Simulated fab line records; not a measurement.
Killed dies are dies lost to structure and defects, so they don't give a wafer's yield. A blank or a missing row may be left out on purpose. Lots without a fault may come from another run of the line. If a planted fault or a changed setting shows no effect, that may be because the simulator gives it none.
A lot that was struck, set against a sound lot / flow berkeley_cmos170 / 29 steps out of a route of 331
Sound: these wafers, L567.2, L567.5, L567.6. Struck: wafers L573.1, L573.2, L573.3. The cause comes at the end.
Each step with rows lists, per side, the tool, then ch with its chambers, then its first start. Under that, the readings that differ: sound wafers / struck wafers / difference of the means / sigmas: that difference in standard deviations of wafers without a fault.
alike: a reading whose means differ by less than 2 such deviations, as well as words and numbers matching on both sides. not compared: withheld readings; readings where some wafer has no value; bounds like >300 that might hide an equal value; numbers whose values overlap and for which the record gives no deviation.
The two part at a step that has a row with sigmas, a row that says differs or no value, or rows on one side only. Numbers that have no deviation but don't overlap get no sigmas and don't part them. A reading missing from all wafers of one side parts the sides only when that side holds two or more wafers.

first, 6 steps without rows for these wafers: UCB170_PVT_HMDS_00 (prime time 60 s); UCB170_PVT_COAT_01 (resist thk 900 nm); UCB170_PVT_SOFTBAKE_02 (time 60 s); UCB170_PVT_EXPOSE_03 (exposes mask NWELL, target cd 3000 nm); UCB170_PVT_PEB_04; UCB170_PVT_DEVELOP_05 (develop time 45 s).
UCB170_PVT_OVL_MEAS_06:
  struck on overlay-02, day 8 08:10; sound on overlay-01, day 6 17:32
  alike: PVT_OVL
next, for these wafers, 1 step has no rows: UCB170_PVT_IMPLANT_07.
UCB170_PVT_STRIP_08: strips in O2.
  sound on plasma_asher-01 ch 0,1, day 6 17:43; struck on plasma_asher-01 ch 0,1, day 8 08:21
  alike: drypump_motor_current_A, oes_product_au, strip_time_to_endpoint_s
  not compared: rf_hours_counter_h
UCB170_PVT_TW_MEAS_09:
  struck on film_metro-02, day 8 08:27; sound on film_metro-02, day 6 17:49
  alike: PVT_TW
then, 1 step without rows for these wafers: UCB170_GATE_WET_ETCH_00 (etches SiO2 in dHF, time 200 s).
UCB170_FIELD_THK_MEAS_91:
  struck on film_metro-02, day 8 08:34; sound on film_metro-03, day 6 17:56
  alike: FIELD_OXIDE_LEFT_2_THK
UCB170_GATE_OXIDATION_01: target thk 6.6 nm, ox time 1800 s.
  sound on furnace-04 ch 0, day 6 23:33; struck on furnace-01 ch 0, day 8 16:43
UCB170_GATE_THK_MEAS_02:
  struck on film_metro-01, day 8 18:28; sound on film_metro-01, day 7 01:04
reading=GATE_OXIDE_THK (nm); sound=6.54 6.47 6.54; struck=10.11 10.24 10.17; difference=+3.66; sigmas=+30
then, 2 steps without rows for these wafers: UCB170_GATE_ANNEAL_03 (time 1800 s); UCB170_GATE_CVD_04 (deposits poly-Si from SiH4, time 1440 s, target thk 214 nm).
UCB170_GATE_THK_MEAS_05:
  struck on film_metro-01, day 9 01:05; sound on film_metro-02, day 7 08:20
  alike: GATE_POLY_THK
then, 6 steps without rows for these wafers: UCB170_GATE_COAT_06; UCB170_GATE_COAT_07 (resist thk 900 nm); UCB170_GATE_SOFTBAKE_08 (time 60 s); UCB170_GATE_EXPOSE_09 (exposes mask POLY, target cd 350 nm); UCB170_GATE_PEB_10; UCB170_GATE_DEVELOP_11 (develop time 45 s).
UCB170_GATE_CD_MEAS_12: target cd 350 nm.
  struck on cd_sem-01, day 9 02:04; sound on cd_sem-02, day 7 09:32
  alike: cd_nm
UCB170_GATE_OVL_MEAS_13:
  struck on overlay-02, day 9 02:11; sound on overlay-01, day 7 09:38
reading=GATE_OVL (nm); sound=-4 -5 -6; struck=10 7 11; difference=+14; sigmas=+2
UCB170_GATE_ETCH_14: etches BARC in N2/H2.
  sound on rie_diel-01 ch 0,2, day 7 09:40; struck on rie_diel-02 ch 1,2,3, day 9 02:13
  alike: drypump_motor_current_A, h2_flow_sccm, oes_product_au, throttle_valve_pct
UCB170_GATE_ETCH_15: etches poly-Si in HBr/Cl2, stops on SiO2, time 56.3 s, target depth 278.2 nm.
  sound on rie_si-02 ch 0,1, day 7 09:42; struck on rie_si-02 ch 0,1,3, day 9 02:16
reading=model.SiO2_of_GATE_OXIDATION_01.thk_nm (nm); sound=6.529 6.478 6.544; struck=10.09 10.19 10.16; difference=+3.63; sigmas=
  alike: drypump_motor_current_A, he_backside_leak_sccm, oes_product_au, throttle_valve_pct
  not compared: rf_hours_counter_h
UCB170_GATE_STRIP_16: strips in O2.
  sound on plasma_asher-03 ch 0,1, day 7 09:45; struck on plasma_asher-03 ch 0,1, day 9 02:20
  alike: drypump_motor_current_A, oes_product_au
  not compared: rf_hours_counter_h
UCB170_M3_PROBE_99:
  record: rows for the struck wafers here (prober-01, day 10 17:32), none for the sound ones

## WHERE THEY PART
Last at UCB170_M3_PROBE_99 as far as this record goes, first at UCB170_GATE_THK_MEAS_02.

WHY: whatever the simulator had introduced
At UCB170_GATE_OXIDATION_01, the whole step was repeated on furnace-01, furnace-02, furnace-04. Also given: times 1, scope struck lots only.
